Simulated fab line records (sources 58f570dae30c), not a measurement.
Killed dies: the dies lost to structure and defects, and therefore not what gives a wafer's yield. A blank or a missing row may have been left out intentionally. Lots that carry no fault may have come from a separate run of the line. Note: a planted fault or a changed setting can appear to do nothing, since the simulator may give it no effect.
fab line records	flow berkeley_cmos170
record: lots: 14	wafers: 42	last_day: 11
route steps=331 shown ZERO@12 PWELL@37 ACTIVE@75
lots that met no fault: taken from a fault-free run of the same line
start_h: the number of hours between the record's first day and the start of the first shown wafer of the lot	wait_h: how many hours have passed since the lot's step before this one	" same as the row above	L1.1+2: several wafers, shown together as one row	- no value, or no start was given	* or withheld: withheld	< > ~ a bound
route shown NAME@n: names a module that has steps shown in the file, with the first one's number in the route	usual: mean/standard deviation taken from wafers without a fault	same: alike in all rows	chamber/n: place in a boat	sites: per-site readings	_std_site: standard deviation of those values	_edge_site: the outer-site mean with the inner-site mean subtracted	radius_mm: for every site, how far away it sits from the centre of the wafer	mask NAME#n: copy n	behind: the last tool/chamber to shape the wafer	hold: why the lot went on hold/how many hours it stayed there/how the hold came to an end	device: transistor that didn't switch, given as n, p or np	end of line: tests of these same wafers at the route's end	a step given without rows: its recipe and nothing more	killed: count of dies lost to structure and defects at first sort (not the wafer's yield)	map: dies across one wafer; x = killed, . = not, _ = none there
set.NAME: the setting the step ran with; set.NAME@STEP: the setting that earlier step ran with	model.NAME: the simulator's own value behind a step, which no gauge read
steps of the route over a sample of lots; a table a step, a row a wafer
services: a tool's chamber out of use, with start hour (start_h, from the record's first day; less than 0 if before it), hours out, and reason
== steps ==
step: UCB170_ZERO_ETCH_06
recipe: chemistry: CHF3/CF4/Ar	target: SiO2	time_s: 12	pressure_mtorr: 100	rf_w: 500	CHF3_flow_sccm: 50	cf4_flow_sccm: 10	Ar_flow_sccm: 120	over_etch_frac: 1.58
usual: drypump_motor_current_A: 6.0/0.41	oes_product_au: 0.624/0.0098	throttle_valve_pct: 9.29/0.16
same: time_s: 12
lot.wafer	tool	chamber	start_h	wait_h	drypump_motor_current_A	oes_product_au	rf_hours_counter_h	throttle_valve_pct
L220.2	rie_diel-03	2	21.40	-	6.6	0.627	58	9.44
L220.3	"	3	"	"	6.1	0.623	104	8.97
L220.4	"	0	"	"	6.2	0.637	142	9.39
L221.2	rie_diel-01	3	26.38	-	6.4	0.624	164	9.33
L221.4	"	2	"	"	5.8	0.630	13	9.39
L221.6	"	3	"	"	6.4	0.616	-	9.33
L222.1	rie_diel-01	0	29.69	-	6.0	0.627	3	9.13
L222.3	"	1	"	"	5.3	0.591	28	9.25
L222.5	"	3	"	"	6.5	0.627	-	9.30
L223.1	rie_diel-03	3	32.08	-	6.1	0.634	105	8.94
L223.4	"	0	"	"	6.3	0.638	142	9.38
L223.6	"	0	"	"	6.3	0.632	-	9.40
L224.4	rie_diel-03	2	37.87	-	6.6	0.622	59	9.43
L224.5	"	0	"	"	6.2	0.630	-	9.39
L224.6	"	3	"	"	6.1	0.627	-	8.96
L225.2	rie_diel-01	0	47.27	-	6.0	0.618	3	9.13
L225.3	"	2	"	"	5.8	0.630	14	9.39
L225.6	"	1	"	"	5.3	0.604	-	9.24
L226.2	rie_diel-03	0	52.83	-	6.3	0.639	143	9.38
L226.4	"	1	"	"	5.2	0.630	10	9.52
L226.6	"	2	"	"	6.6	0.624	-	9.45
L227.1	rie_diel-02	0	53.07	-	5.8	0.607	122	9.38
L227.3	"	1	"	"	6.4	0.640	49	9.18
L227.5	"	2	"	"	6.0	0.634	-	9.54
L230.3	rie_diel-03	1	71.36	-	5.2	0.624	11	9.54
L230.4	"	0	"	"	6.2	0.633	144	9.39
L230.5	"	2	"	"	6.6	0.634	-	9.46
L234.4	rie_diel-01	2	92.05	-	5.8	0.629	-	9.40
L234.5	"	0	"	"	6.0	0.613	-	9.14
L234.6	"	1	"	"	5.3	0.599	-	9.25
L235.1	rie_diel-03	0	94.78	-	6.2	0.640	146	9.39
L235.3	"	2	"	"	6.6	0.621	62	9.43
L235.5	"	1	"	"	5.2	0.626	-	9.51
L236.3	rie_diel-01	2	99.79	-	5.8	0.629	15	9.38
L236.5	"	0	"	"	6.0	0.623	-	9.13
L236.6	"	2	"	"	5.8	0.624	-	9.37
L241.2	rie_diel-01	0	123.41	-	5.9	0.619	7	9.12
L241.4	"	2	"	"	5.8	0.629	-	9.40
L241.5	"	0	"	"	6.0	0.625	-	9.13
L242.1	rie_diel-01	0	131.10	-	6.0	0.620	8	9.13
L242.2	"	1	"	"	5.3	0.610	31	9.25
L242.6	"	0	"	"	6.0	0.629	-	9.13
step: UCB170_PWELL_THK_MEAS_03
recipe: reads: SiO2_of_PWELL_OXIDATION_02
usual: PWELL_OXIDE_THK: 26.5/0.48
lot.wafer	tool	chamber	start_h	wait_h	PWELL_OXIDE_THK[nm]
L220.2	film_metro-01	-	40.60	0.0	26.3
L220.3	"	-	"	"	26.2
L220.4	"	-	"	"	26.1
L221.2	film_metro-03	-	44.48	0.0	26.5
L221.4	"	-	"	"	26.5
L221.6	"	-	"	"	26.8
L222.1	film_metro-01	-	50.17	0.0	26.7
L222.3	"	-	"	"	26.5
L222.5	"	-	"	"	26.1
L223.1	film_metro-04	-	55.44	0.0	26.5
L223.4	"	-	"	"	26.2
L223.6	"	-	"	"	26.1
L224.4	film_metro-03	-	61.32	0.0	26.8
L224.5	"	-	"	"	26.8
L224.6	"	-	"	"	26.5
L225.2	film_metro-01	-	68.69	0.0	27.3
L225.3	"	-	"	"	27.7
L225.6	"	-	"	"	27.5
L227.1	film_metro-04	-	77.35	0.0	26.1
L227.3	"	-	"	"	25.7
L227.5	"	-	"	"	26.4
L226.2	film_metro-03	-	77.36	0.0	25.9
L226.4	"	-	"	"	25.9
L226.6	"	-	"	"	26.0
L230.3	film_metro-04	-	99.02	0.0	26.4
L230.4	"	-	"	"	26.7
L230.5	"	-	"	"	26.8
L235.1	film_metro-03	-	118.14	0.0	26.6
L235.3	"	-	"	"	26.3
L235.5	"	-	"	"	26.8
L234.4	film_metro-04	-	118.17	0.0	26.6
L234.5	"	-	"	"	26.8
L234.6	"	-	"	"	26.5
L236.3	film_metro-04	-	124.02	0.0	26.4
L236.5	"	-	"	"	26.4
L236.6	"	-	"	"	26.3
L241.2	film_metro-04	-	142.68	0.0	27.0
L241.4	"	-	"	"	27.6
L241.5	"	-	"	"	27.2
L242.1	film_metro-01	-	154.55	0.0	26.3
L242.2	"	-	"	"	25.8
L242.6	"	-	"	"	26.9
step: UCB170_PWELL_ETCH_14
recipe: chemistry: CH3F/Ar/O2	target: Si3N4	stop_on: SiO2	CH3F_flow_sccm: 20	Ar_flow_sccm: 50	O2_flow_sccm: 7	pressure_mtorr: 50	rf_w: 450	target_depth_a: 2420	over_etch_frac: 0.1028	time_s: 151
usual: drypump_motor_current_A: 6.0/0.45	oes_product_au: 0.953/0.012	throttle_valve_pct: 8.14/0.15
same: time_s: 151
lot.wafer	tool	chamber	start_h	wait_h	drypump_motor_current_A	oes_product_au	rf_hours_counter_h	throttle_valve_pct
L220.2	rie_diel-02	2	50.41	0.0	6.1	0.944	36	8.32
L220.3	"	3	"	"	6.5	0.947	78	8.06
L220.4	"	1	"	"	6.4	0.965	49	7.99
L221.2	rie_diel-02	2	52.58	0.0	6.1	0.952	36	8.33
L221.4	"	1	"	"	6.4	0.970	49	8.00
L221.6	"	3	"	"	6.5	0.942	-	8.05
L222.1	rie_diel-02	1	56.94	0.0	6.4	0.972	50	7.99
L222.3	"	2	"	"	6.1	0.960	36	8.34
L222.5	"	3	"	"	6.5	0.939	-	8.05
L223.1	rie_diel-03	1	62.61	0.0	5.2	0.949	10	8.30
L223.4	"	0	"	"	6.2	0.969	144	8.18
L223.6	"	1	"	"	5.2	0.952	-	8.31
L224.4	rie_diel-02	2	68.38	0.0	6.1	0.962	37	8.36
L224.5	"	2	"	"	6.1	0.963	-	8.33
L224.6	"	3	"	"	6.5	0.942	-	8.06
L225.2	rie_diel-02	2	77.18	0.0	6.0	0.959	37	8.33
L225.3	"	3	"	"	6.5	0.949	79	8.07
L225.6	"	0	"	"	5.9	0.933	-	8.19
L227.1	rie_diel-03	0	88.14	0.0	6.2	0.974	145	8.18
L227.3	"	1	"	"	5.2	0.958	12	8.31
L227.5	"	3	"	"	6.1	0.967	-	7.81
L226.2	rie_diel-04	0	88.38	0.0	5.5	0.954	14	8.15
L226.4	"	0	"	"	5.5	0.949	-	8.18
L226.6	"	3	"	"	5.4	0.962	-	8.08
L230.3	rie_diel-04	1	107.85	0.0	5.6	0.939	38	8.06
L230.4	"	2	"	"	6.5	0.941	123	8.15
L230.5	"	0	"	"	5.6	0.946	-	8.16
L234.4	rie_diel-04	1	124.53	0.0	5.5	0.937	39	8.05
L234.5	"	1	"	"	5.6	0.933	-	8.07
L234.6	"	2	"	"	6.6	0.931	-	8.16
L235.1	rie_diel-03	2	124.80	0.0	6.6	0.950	64	8.25
L235.3	"	0	"	"	6.2	0.963	147	8.18
L235.5	"	1	"	"	5.2	0.962	-	8.32
L236.3	rie_diel-04	1	130.59	0.0	5.6	0.934	40	8.07
L236.5	"	2	"	"	6.5	0.941	-	8.16
L236.6	"	1	"	"	5.6	0.938	-	8.06
L241.2	rie_diel-02	1	152.25	0.0	6.5	0.965	55	8.00
L241.4	"	3	"	"	6.5	0.930	83	8.06
L241.5	"	2	"	"	6.0	0.950	-	8.34
L242.1	rie_diel-02	1	161.87	0.0	6.4	0.971	55	7.98
L242.2	"	0	"	"	5.9	0.940	128	8.19
L242.6	"	0	"	"	5.8	0.946	-	8.21
step: UCB170_ACTIVE_ETCH_15
recipe: chemistry: CH3F/Ar/O2	target: Si3N4	stop_on: SiO2	CH3F_flow_sccm: 20	Ar_flow_sccm: 50	O2_flow_sccm: 7	pressure_mtorr: 50	rf_w: 443.3	target_depth_a: 2420	over_etch_frac: 0.1	time_s: 151
usual: drypump_motor_current_A: 5.9/0.42	oes_product_au: 0.949/0.015	throttle_valve_pct: 8.11/0.1
same: time_s: 151
lot.wafer	tool	chamber	start_h	wait_h	drypump_motor_current_A	oes_product_au	rf_hours_counter_h	throttle_valve_pct
L220.2	rie_diel-04	1	80.71	0.0	5.6	0.932	37	8.07
L220.3	"	0	"	"	5.6	0.941	13	8.16
L220.4	"	3	"	"	5.4	0.960	19	8.09
L222.1	rie_diel-01	2	88.67	0.0	5.8	0.963	15	8.18
L222.3	"	1	"	"	5.3	0.925	31	8.06
L222.5	"	0	"	"	6.0	0.953	-	7.95
L221.2	rie_diel-04	0	88.81	0.0	5.5	0.966	14	8.16
L221.4	"	1	"	"	5.6	0.948	37	8.08
L221.6	"	1	"	"	5.6	0.947	-	8.06
L223.1	rie_diel-04	2	100.32	0.0	6.6	0.943	123	8.15
L223.4	"	0	"	"	5.5	0.944	14	8.19
L223.6	"	1	"	"	5.6	0.939	-	8.06
L224.4	rie_diel-02	1	100.87	0.0	6.4	0.978	52	8.01
L224.5	"	1	"	"	6.4	0.994	-	8.00
L224.6	"	0	"	"	5.8	0.960	-	8.20
L225.2	rie_diel-01	2	104.60	0.0	5.8	0.966	16	8.19
L225.3	"	2	"	"	5.8	0.948	-	8.20
L225.6	"	0	"	"	6.0	0.948	-	7.96
L227.1	rie_diel-02	3	115.74	0.0	6.5	0.934	81	8.07
L227.3	"	0	"	"	5.8	0.934	125	8.18
L227.5	"	1	"	"	6.4	0.969	-	8.00
L226.2	rie_diel-01	0	115.89	0.0	6.0	0.935	7	7.96
L226.4	"	2	"	"	5.8	0.949	-	8.19
L226.6	"	2	"	"	5.8	0.959	-	8.20
L230.3	rie_diel-04	3	134.91	0.0	5.4	0.969	22	8.08
L230.4	"	1	"	"	5.6	0.940	40	8.08
L230.5	"	2	"	"	6.6	0.938	-	8.15
L234.4	rie_diel-04	3	153.08	0.0	5.4	0.875	23	8.10
L234.5	"	2	"	"	6.6	0.856	-	8.17
L234.6	"	1	"	"	5.6	0.839	-	8.05
L235.1	rie_diel-04	2	158.67	0.0	6.6	0.859	126	8.16
L235.3	"	3	"	"	5.4	0.885	23	8.09
L235.5	"	1	"	"	5.6	0.852	-	8.07
L236.3	rie_diel-02	3	158.95	0.0	6.5	0.949	84	8.05
L236.5	"	1	"	"	6.5	0.970	-	8.01
L236.6	"	2	"	"	6.1	0.962	-	8.32
L241.2	rie_diel-01	2	181.31	0.0	5.8	0.958	19	8.17
L241.4	"	2	"	"	5.8	0.957	-	8.18
L241.5	"	0	"	"	6.0	0.942	-	7.97
L242.1	rie_diel-01	0	187.92	0.0	5.9	0.940	11	7.95
L242.2	"	1	"	"	5.3	0.923	34	8.06
L242.6	"	2	"	"	5.9	0.952	-	8.19
step: UCB170_ACTIVE_STRIP_16
recipe: chemistry: O2	power_w: 400	pressure_mtorr: 3500	platen_temp_c: withheld	o2_flow_sccm: 400	overash_fraction: 0.5
usual: drypump_motor_current_A: 5.5/0.57	oes_product_au: 0.722/0.0043	strip_time_to_endpoint_s: 18.14/0.075
lot.wafer	tool	chamber	start_h	wait_h	drypump_motor_current_A	oes_product_au	rf_hours_counter_h	strip_time_to_endpoint_s
L220.2	plasma_asher-01	1	80.81	0.1	6.1	0.728	35	18.25
L220.3	"	0	"	"	5.7	0.719	-	18.14
L220.4	"	1	"	"	6.1	0.721	-	18.13
L222.1	plasma_asher-01	1	88.77	0.1	6.1	0.722	36	18.13
L222.3	"	1	"	"	6.1	0.720	-	18.17
L222.5	"	1	"	"	6.1	0.721	-	18.03
L221.2	plasma_asher-01	1	88.91	0.1	6.1	0.725	36	18.12
L221.4	"	0	"	"	5.7	0.710	-	18.28
L221.6	"	0	"	"	5.6	0.724	-	18.23
L223.1	plasma_asher-04	0	100.42	0.1	4.6	0.719	38	18.12
L223.4	"	1	"	"	5.3	0.724	-	18.17
L223.6	"	1	"	"	5.3	0.720	-	18.23
L224.4	plasma_asher-04	1	101.00	0.1	5.3	0.719	-	18.19
L224.5	"	1	"	"	5.3	0.729	-	18.15
L224.6	"	0	"	"	4.6	0.716	-	18.19
L225.2	plasma_asher-02	0	104.75	0.1	5.8	0.729	37	18.11
L225.3	"	1	"	"	6.2	0.725	-	18.17
L225.6	"	0	"	"	5.8	0.725	-	18.20
L227.1	plasma_asher-04	0	115.84	0.1	4.6	0.719	40	18.10
L227.3	"	0	"	"	4.7	0.719	-	18.19
L227.5	"	0	"	"	4.6	0.729	-	18.31
L226.2	plasma_asher-01	0	116.04	0.1	5.7	0.718	39	18.20
L226.4	"	1	"	"	6.1	0.718	-	18.12
L226.6	"	1	"	"	6.1	0.717	-	18.23
L230.3	plasma_asher-04	1	135.04	0.1	5.3	0.717	-	18.09
L230.4	"	0	"	"	4.6	0.725	-	18.21
L230.5	"	1	"	"	5.2	0.732	-	18.18
L234.4	plasma_asher-04	0	153.22	0.1	4.6	0.722	-	19.02
L234.5	"	1	"	"	5.2	0.722	-	19.06
L234.6	"	0	"	"	4.6	0.723	-	19.13
L235.1	plasma_asher-02	0	158.77	0.1	5.8	0.713	5	18.99
L235.3	"	0	"	"	5.8	0.727	-	18.97
L235.5	"	1	"	"	6.2	0.729	-	19.00
L236.3	plasma_asher-04	0	159.08	0.1	4.6	0.721	-	18.14
L236.5	"	0	"	"	4.6	0.728	-	18.19
L236.6	"	1	"	"	5.3	0.719	-	18.12
L241.2	plasma_asher-04	0	181.41	0.1	4.6	0.720	48	18.18
L241.4	"	1	"	"	5.3	0.717	-	18.22
L241.5	"	0	"	"	4.6	0.724	-	18.18
L242.1	plasma_asher-01	0	188.02	0.1	5.7	0.726	48	18.11
L242.2	"	1	"	"	6.2	0.719	48	18.01
L242.6	"	0	"	"	5.7	0.713	-	18.06
step: UCB170_ACTIVE_CD_MEAS_90
recipe: target_cd_nm: 1200
usual: cd_nm: 1200.0/1.6
lot.wafer	tool	chamber	start_h	wait_h	cd_nm
L220.2	cd_sem-02	-	80.93	0.1	1201.1
L220.3	"	-	"	"	1200.8
L220.4	"	-	"	"	1199.5
L222.1	cd_sem-01	-	88.87	0.1	1200.1
L222.3	"	-	"	"	1201.4
L222.5	"	-	"	"	1199.8
L221.2	cd_sem-02	-	89.03	0.1	1200.1
L221.4	"	-	"	"	1201.7
L221.6	"	-	"	"	1199.3
L223.1	cd_sem-01	-	100.52	0.1	1200.5
L223.4	"	-	"	"	1201.1
L223.6	"	-	"	"	1199.9
L224.4	cd_sem-01	-	101.13	0.1	1198.8
L224.5	"	-	"	"	1197.3
L224.6	"	-	"	"	1198.1
L225.2	cd_sem-01	-	104.87	0.1	1200.4
L225.3	"	-	"	"	1199.8
L225.6	"	-	"	"	1201.7
L227.1	cd_sem-01	-	115.94	0.1	1200.8
L227.3	"	-	"	"	1201.4
L227.5	"	-	"	"	1201.3
L226.2	cd_sem-02	-	116.16	0.1	1200.6
L226.4	"	-	"	"	1201.2
L226.6	"	-	"	"	1200.8
L230.3	cd_sem-01	-	135.16	0.1	1201.9
L230.4	"	-	"	"	1201.8
L230.5	"	-	"	"	1200.7
L234.4	cd_sem-01	-	153.34	0.1	1182.7
L234.5	"	-	"	"	1181.9
L234.6	"	-	"	"	1183.1
L235.1	cd_sem-02	-	158.87	0.1	1201.3
L235.3	"	-	"	"	1200.9
L235.5	"	-	"	"	1201.6
L236.3	cd_sem-02	-	159.19	0.1	1199.0
L236.5	"	-	"	"	1198.9
L236.6	"	-	"	"	1200.9
L241.2	cd_sem-01	-	181.53	0.1	1198.8
L241.4	"	-	"	"	1199.7
L241.5	"	-	"	"	1198.8
L242.1	cd_sem-01	-	188.12	0.1	1197.3
L242.2	"	-	"	"	1196.7
L242.6	"	-	"	"	1197.4
== services ==
tool	chamber	start_h	hours	kind
plasma_asher-02	-	-2.33	1.3	repair
rie_diel-02	-	32.01	0.5	repair
rie_diel-02	2	38.62	1.2	repair
rie_diel-03	-	47.28	1.8	repair
rie_diel-04	1	49.16	16.8	repair
plasma_asher-04	-	79.56	1.8	repair
rie_diel-04	2	81.29	7.2	repair
rie_diel-04	-	83.23	0.4	repair
plasma_asher-04	-	84.51	0.8	repair
plasma_asher-02	-	85.51	7.1	repair
rie_diel-01	3	85.84	4.1	repair
plasma_asher-01	-	89.47	2.4	repair
rie_diel-01	1	103.90	20.6	repair
plasma_asher-02	-	108.75	9.0	pm
rie_diel-04	-	114.88	2.5	repair
rie_diel-01	3	120.03	9.3	repair
rie_diel-03	2	127.06	6.4	repair
rie_diel-03	3	138.22	5.9	repair
plasma_asher-01	-	148.51	0.3	repair
rie_diel-03	2	149.25	5.5	repair
rie_diel-03	0	152.20	10.0	repair
rie_diel-01	2	155.15	9.8	repair
rie_diel-01	3	172.85	21.7	repair
plasma_asher-04	-	174.07	3.2	repair
== key ==
first_sign: step: UCB170_ACTIVE_ETCH_15	reading: oes_product_au	direction: down	sigmas: 6	usual: 0.949	struck: 0.861
effect: step: UCB170_ACTIVE_STRIP_16	reading: strip_time_to_endpoint_s	direction: up	sigmas: 12	usual: *	struck: *	through: *
effect: step: UCB170_ACTIVE_CD_MEAS_90	reading: cd_nm	direction: down	sigmas: 5.1	usual: 1200.0	struck: 1191.9	wafers_moved: 3	through: control_loop
met_at UCB170_ACTIVE_ETCH_15
struck_lots L234,L235
later_rows_left_out L234.4,L234.5,L234.6,L235.1,L235.3,L235.5
sort_left_out L234.4,L234.5,L234.6,L235.1,L235.3,L235.5
tester_left_out L234,L235
loop_trim: step: UCB170_ACTIVE_EXPOSE_10	setting: dose	lots: L234
not_acting_at UCB170_ZERO_ETCH_06,UCB170_PWELL_THK_MEAS_03,UCB170_PWELL_ETCH_14
onset_between 134.91 153.08
fault: kind: process_parameter_drift	tool: rie_diel-04	chamber: -	onset_h: 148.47	steps: UCB170_ACTIVE_ETCH_15	channel: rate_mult	offset: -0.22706	shape: step	end_h: 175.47
tester_left_out: of these lots the tester's yield and bins aren't shown, on N5 and GAA mostly nor the transistor test; their killed dies are dies lost to structure and defects alone, not to doping, threshold or leakage, so they don't give the yield
sort_left_out: the simulated sort isn't trusted on such a fault, so these wafers' sort isn't shown, and their yield isn't known
later_rows_left_out: the simulator's readings of these wafers behind a module that went badly wrong aren't trusted and aren't shown, but for the sort
loop_trim: a control loop set the setting to another value than it would have without faults
